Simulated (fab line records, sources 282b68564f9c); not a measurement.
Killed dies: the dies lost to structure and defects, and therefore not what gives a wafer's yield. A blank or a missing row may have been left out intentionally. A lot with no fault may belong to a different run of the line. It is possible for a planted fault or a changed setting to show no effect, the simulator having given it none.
2 desks, one fault | flow ritCmos | only its own numbers are on each desk; what lay behind them is given at the end

## DESK OF THE TOOL OWNER: furnace-03
The tool's own readings at RIT_ACTIVE_OXIDATION_01 (target thk 46.8 nm, ox time 3360 s): means of the sampled wafers that have a number, for each lot that ran on this tool. The brackets show how far a lot's mean lies from the usual mean; more than 4 standard deviations puts the lot out of limits, marked OUT.
Columns: A = spikeTcSourceC at RIT_ACTIVE_OXIDATION_01, usual 1024.4 C
lot  | first seen here | A
L311 | day 1 15:07     | 1022.1
L320 | day 3 12:07     | 1021.3
L321 | day 3 17:07     | 1022.3
This desk's verdict: no lot among the 3 shows anything out of limits.

## AT THE METROLOGY DESK
What the gauges read, lot by lot, whatever tool the lot ran on: means of the sampled wafers that have a number. The brackets show how far a lot's mean lies from the usual mean; more than 4 standard deviations puts the lot out of limits, marked OUT. Of its 8 readings 7 are shown: those that lie furthest out on some lot.
Columns: A = ACTIVE_OXIDE_THK at RIT_ACTIVE_THK_MEAS_02, usual 46.9 nm; B = ACTIVE_NITRIDE_THK at RIT_ACTIVE_THK_MEAS_04, usual 149.0 nm; C = cdNm at RIT_ACTIVE_CD_MEAS_11, usual 1400.3 nm; D = cdNm at RIT_ACTIVE_CD_MEAS_90, usual 1400.4 nm; E = FOX1_OXIDE_THK at RIT_FOX1_THK_MEAS_01, usual 352 nm; F = FOX2_OXIDE_THK at RIT_FOX2_THK_MEAS_01, usual 348 nm; G = FIELD_OXIDE_LEFT_1_THK at RIT_FOX2_THK_MEAS_90, usual 321 nm
lot  | first seen here | A    | B     | C      | D      | E   | F   | G
L311 | day 1 15:01     | 46.3 | 145.5 | 1395.5 | 1395.5 | 357 | 354 | 327
L320 | day 3 12:02     | 47.1 | 149.6 | 1401.1 | 1400.8 | 355 | 346 | 318
L321 | day 3 17:00     | 45.8 | 148.5 | 1401.4 | 1401.5 | 339 | 349 | 321
L323 | day 4 03:00     | 46.2 | 149.0 | 1400.5 | 1400.8 | 361 | 351 | 324
L324 | day 4 08:00     | 46.0 | 148.7 | 1400.1 | 1400.4 | 348 | 352 | 324
L332 | day 6 00:02     | 46.9 | 150.7 | 1400.1 | 1400.2 | 347 | 343 | 315
This desk's verdict: no lot among the 6 shows anything out of limits.

## BROUGHT TOGETHER
Nothing out of limits was seen by the tool owner's desk.
Nothing out of limits was seen by the metrology desk.

## WHAT HAD BEEN PUT IN BY THE SIMULATOR
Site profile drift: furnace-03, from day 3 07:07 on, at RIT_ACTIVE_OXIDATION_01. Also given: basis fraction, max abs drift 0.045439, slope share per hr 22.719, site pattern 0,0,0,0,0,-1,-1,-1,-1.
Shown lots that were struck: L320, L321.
